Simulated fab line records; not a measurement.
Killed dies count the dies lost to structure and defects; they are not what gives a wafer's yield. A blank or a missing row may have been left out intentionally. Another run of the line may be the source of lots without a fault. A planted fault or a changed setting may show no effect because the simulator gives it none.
2 desks looking at one fault :: flow berkeleyCmos170 :: each desk has only its own numbers; what lay behind them comes last

AT THE TOOL OWNER'S DESK: lpcvd-02
The tool's own readings at UCB170_NWELL_CVD_04 (deposits Si3N4 from SiH2Cl2/NH3, target thk 224 nm, time 3360 s): means of the sampled wafers that have a number, for each lot that ran on this tool. A lot is out of limits, marked OUT, if its mean lies more than 4 standard deviations from the usual mean; the brackets give that distance.
Columns: A = spikeTcLoadC at UCB170_NWELL_CVD_04, usual 826 C
lot: L540
first seen here: day 2 05:42
A: 828

lot: L548
first seen here: day 4 00:55
A: 821

lot: L549
first seen here: day 4 06:25
A: 820

lot: L550
first seen here: day 4 06:25
A: 820

lot: L552
first seen here: day 4 15:43
A: 820

lot: L553
first seen here: day 5 00:30
A: 827

lot: L555
first seen here: day 5 08:57
A: 827

lot: L556
first seen here: day 5 08:57
A: 827
This desk's verdict: no lot among the 8 shows anything out of limits.

THE METROLOGY DESK
Lot by lot, what the gauges showed, no matter which tool ran the lot: averages of those sampled wafers that carry a number. A lot is out of limits, marked OUT, if its mean lies more than 4 standard deviations from the usual mean; the brackets give that distance.
Columns: A = NWELL_NITRIDE_THK at UCB170_NWELL_THK_MEAS_05, usual 222.9 nm; B = PWELL_NITRIDE_THK at UCB170_PWELL_THK_MEAS_06, usual 219.4 nm; C = ACTIVE_OVL at UCB170_ACTIVE_OVL_MEAS_14, usual 2 nm
lot: L540
first seen here: day 2 07:40
A: 220.3
B: 220.6
C: -1

lot: L542
first seen here: day 2 15:15
A: 224.7
B: 221.5
C: 10

lot: L541
first seen here: day 2 15:16
A: 225.4
B: 220.0
C: 0

lot: L545
first seen here: day 3 05:21
A: 223.7
B: 214.9
C: 6

lot: L548
first seen here: day 4 02:52
A: 196.7 (-11) OUT
B: 218.5
C: 1

lot: L550
first seen here: day 4 08:21
A: 195.6 (-12) OUT
B: 217.4
C: 5

lot: L549
first seen here: day 4 08:22
A: 197.9 (-11) OUT
B: 218.0
C: -4

lot: L552
first seen here: day 4 17:40
A: 197.6 (-11) OUT
B: 221.8
C: -3

lot: L553
first seen here: day 5 02:26
A: 223.9
B: 223.4
C: 9

lot: L554
first seen here: day 5 06:23
A: 221.1
B: 215.4
C: 2

lot: L555
first seen here: day 5 10:53
A: 220.8
B: 218.2
C: 7

lot: L556
first seen here: day 5 10:53
A: 223.0
B: 219.7
C: 3

lot: L558
first seen here: day 5 21:38
A: 225.6
B: 222.2
C: -2

lot: L559
first seen here: day 6 02:21
A: 224.1
B: 219.3
C: 0

lot: L560
first seen here: day 6 10:29
A: 224.7
B: 219.7
C: -4

lot: L561
first seen here: day 6 15:33
A: 224.6
B: 221.9
C: 5
This desk reports L548, L549, L550, L552 out of limits; the earliest was L548 at day 4 02:52 (NWELL_NITRIDE_THK at UCB170_NWELL_THK_MEAS_05). L540, L542, L541, L545, L553, L554, L555, L556, L558, L559, L560, L561: within limits.

BROUGHT TOGETHER
L548, L549, L550, L552 would have let the metrology desk raise an alarm at day 4 02:52.
The tool owner's desk saw nothing out of limits.
On record at the tool owner's desk: L548, L549, L550, L552, within its limits.
Every lot named ran UCB170_NWELL_CVD_04 on lpcvd-02.

WHAT THE SIMULATOR HAD PUT IN
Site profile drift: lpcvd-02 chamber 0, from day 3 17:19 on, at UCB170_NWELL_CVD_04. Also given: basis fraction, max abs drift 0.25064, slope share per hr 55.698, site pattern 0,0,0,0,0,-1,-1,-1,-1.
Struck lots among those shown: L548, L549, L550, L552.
Delay in hours, fault start to first out-of-limits reading, per desk: metrology desk 10.
